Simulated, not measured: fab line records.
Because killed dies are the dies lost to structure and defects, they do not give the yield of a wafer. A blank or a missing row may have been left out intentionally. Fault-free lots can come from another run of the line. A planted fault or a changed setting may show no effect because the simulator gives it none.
Split-lot trial :: flow ritCmos :: 17 wafers read from 5 lots, route of 202 steps

## THE SPLIT
At RIT_M1_METAL_ETCH_12 (etches Al in Cl2/BCl3, stops on SiO2, time 165 s, target depth 600 nm), the setting rfW was moved away from the recipe's 250 W on 3 of the 17 wafers read, by +6.9% to +11.2%. This setting was run at the recipe's value on the other wafers.

Reading taken at the split's own step.

## THE READING
NOVOLAK_of_M1_COAT_04.thkNm (the simulator's own value, which no gauge read), in nm, at RIT_M1_METAL_ETCH_12 (etches Al in Cl2/BCl3, stops on SiO2, time 165 s, target depth 600 nm). The file does not state a usual value for it. The 14 wafers here that ran the recipe average 808.4 nm, standard deviation 9.7 nm.

wafer: L074.1
tool, chamber at the split: rieMetal-02, 1
rfW as run, W: 250
against the recipe: recipe
NOVOLAK_of_M1_COAT_04.thkNm, nm: 816.2
against lot-mates on the recipe: -

wafer: L074.2
tool, chamber at the split: rieMetal-02, 0
rfW as run, W: 250
against the recipe: recipe
NOVOLAK_of_M1_COAT_04.thkNm, nm: 821.3
against lot-mates on the recipe: -

wafer: L074.3
tool, chamber at the split: rieMetal-02, 1
rfW as run, W: 250
against the recipe: recipe
NOVOLAK_of_M1_COAT_04.thkNm, nm: 818.9
against lot-mates on the recipe: -

wafer: L074.4
tool, chamber at the split: rieMetal-02, 0
rfW as run, W: 250
against the recipe: recipe
NOVOLAK_of_M1_COAT_04.thkNm, nm: 821.3
against lot-mates on the recipe: -

wafer: L074.5
tool, chamber at the split: rieMetal-02, 1
rfW as run, W: 250
against the recipe: recipe
NOVOLAK_of_M1_COAT_04.thkNm, nm: 817.1
against lot-mates on the recipe: -

wafer: L078.1
tool, chamber at the split: rieMetal-01, 0
rfW as run, W: 250
against the recipe: recipe
NOVOLAK_of_M1_COAT_04.thkNm, nm: 799.9
against lot-mates on the recipe: -

wafer: L078.5
tool, chamber at the split: rieMetal-01, 1
rfW as run, W: 267.2
against the recipe: +6.9%
NOVOLAK_of_M1_COAT_04.thkNm, nm: 777.4
against lot-mates on the recipe: -22.5

wafer: L079.2
tool, chamber at the split: rieMetal-03, 0
rfW as run, W: 277.9
against the recipe: +11.2%
NOVOLAK_of_M1_COAT_04.thkNm, nm: 753.3
against lot-mates on the recipe: -49.7

wafer: L079.3
tool, chamber at the split: rieMetal-03, 0
rfW as run, W: 250
against the recipe: recipe
NOVOLAK_of_M1_COAT_04.thkNm, nm: 794.6
against lot-mates on the recipe: -

wafer: L079.4
tool, chamber at the split: rieMetal-03, 1
rfW as run, W: 250
against the recipe: recipe
NOVOLAK_of_M1_COAT_04.thkNm, nm: 808
against lot-mates on the recipe: -

wafer: L079.5
tool, chamber at the split: rieMetal-03, 1
rfW as run, W: 250
against the recipe: recipe
NOVOLAK_of_M1_COAT_04.thkNm, nm: 806.4
against lot-mates on the recipe: -

wafer: L079.6
tool, chamber at the split: rieMetal-03, 0
rfW as run, W: 277.9
against the recipe: +11.2%
NOVOLAK_of_M1_COAT_04.thkNm, nm: 757
against lot-mates on the recipe: -46.0

wafer: L084.2
tool, chamber at the split: rieMetal-01, 1
rfW as run, W: 250
against the recipe: recipe
NOVOLAK_of_M1_COAT_04.thkNm, nm: 811
against lot-mates on the recipe: -

wafer: L084.3
tool, chamber at the split: rieMetal-01, 1
rfW as run, W: 250
against the recipe: recipe
NOVOLAK_of_M1_COAT_04.thkNm, nm: 812.3
against lot-mates on the recipe: -

wafer: L085.2
tool, chamber at the split: rieMetal-03, 1
rfW as run, W: 250
against the recipe: recipe
NOVOLAK_of_M1_COAT_04.thkNm, nm: 800.8
against lot-mates on the recipe: -

wafer: L085.4
tool, chamber at the split: rieMetal-03, 0
rfW as run, W: 250
against the recipe: recipe
NOVOLAK_of_M1_COAT_04.thkNm, nm: 793.3
against lot-mates on the recipe: -

wafer: L085.5
tool, chamber at the split: rieMetal-03, 0
rfW as run, W: 250
against the recipe: recipe
NOVOLAK_of_M1_COAT_04.thkNm, nm: 795.8
against lot-mates on the recipe: -

THE FIT
A straight line over all 17 wafers: NOVOLAK_of_M1_COAT_04.thkNm changes by -4.73 nm for each +1% of rfW; r = -0.90; the points scatter about the line by 9.4 nm.
The same after taking each lot's own level away (the mean of its wafers on the recipe; 17 wafers): -4.14 nm for each +1%; r = -0.98; scatter 3.7 nm.
On that fit, the largest move of rfW shifts the reading by 46 nm.
Measured against the standard deviation above, the lots' own levels, which go from 796.63 to 818.96 nm, span 2.3 times it.
Thus the slope moves with the lot-to-lot level: the two fits are different.
Check: -43.4 nm against its lot-mates is what the line predicts for one of the wafers moved furthest among these (+11.2%) when that wafer is left out of the fit. Against them it came out at -49.7 nm.
Tool readings at the split's step, against how far the setting was moved: oesProductAu r = +0.36.

## FILE'S OWN FIT
NOVOLAK_of_M1_COAT_04.thkNm changes by -4.15 nm for each +1% of rfW, r = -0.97.
